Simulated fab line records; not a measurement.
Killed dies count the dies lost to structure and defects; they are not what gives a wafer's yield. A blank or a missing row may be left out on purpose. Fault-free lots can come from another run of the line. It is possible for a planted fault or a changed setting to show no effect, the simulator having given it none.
Matching of chambers    flow rit cmos    RIT_GATE_ETCH_19 on rie si-02: 4 sister chambers
The step etches poly-Si in SF6/CHF3/O2, stops on SiO2, time 165 s, target depth 312.5 nm. 14 wafers are shown with their chamber, then 7 later ones without.

== WAFERS WITH THEIR CHAMBER ==
wafer   chamber  drypump motor current A (A)  throttle valve pct (%)  oes product au (a.u.)
L408.1  1        5.9                          10.19                   0.854
L408.3  0        5.3                          10.46                   0.843
L408.5  3        6.4                          10.24                   0.880
L410.1  2        6.2                          10.10                   0.842
L410.4  0        5.3                          10.45                   0.841
L410.5  1        5.9                          10.20                   0.839
L412.2  0        5.2                          10.45                   0.835
L412.3  2        6.2                          10.10                   0.841
L412.5  2        6.2                          10.09                   0.851
L422.2  3        6.4                          10.26                   0.854
L422.3  0        5.3                          10.46                   0.837
L422.4  2        6.2                          10.10                   0.847
L424.2  1        5.9                          10.19                   0.843
L424.3  2        6.2                          10.10                   0.836

SIGNATURES, as means of the wafers listed above
reading                  chamber 0  chamber 1  chamber 2  chamber 3  scatter within a chamber
drypump motor current A  5.275      5.900      6.200      6.400      0.0274
throttle valve pct       10.4550    10.1933    10.0980    10.2500    0.00668
oes product au           0.83900    0.84533    0.84340    0.86700    0.00795
Rule: for a wafer and a chamber, the distance is found by dividing, reading by reading, the gap between the wafer's reading and the chamber's mean by the reading's scatter, squaring, summing and taking the root. The wafer belongs to the nearest chamber; if the next one is less than 2 further off, it can't be placed. The scatter: take each reading less its chamber's mean, square it, sum over the shown wafers, divide by the number of wafers less the number of chambers, and take the root.

== WAFERS MISSING THEIR CHAMBER ==
wafer   drypump motor current A (A)  throttle valve pct (%)  oes product au (a.u.)
L424.6  6.2                          10.09                   0.833
L428.2  5.3                          10.46                   0.841
L428.4  6.4                          10.23                   0.856
L428.5  6.0                          10.19                   0.845
L430.1  6.2                          10.09                   0.832
L430.2  6.4                          10.26                   0.848
L430.3  6.0                          10.19                   0.837

== THE CHAMBER EACH PASSED THROUGH ==
wafer   from the rows above  in truth
L424.6  2                    2
L428.2  0                    0
L428.4  3                    3
L428.5  1                    1
L430.1  2                    2
L430.2  3                    3
L430.3  1                    1
Correct placement for 7 of the 7. Not placeable from these rows: 0. Placed wrongly: 0.
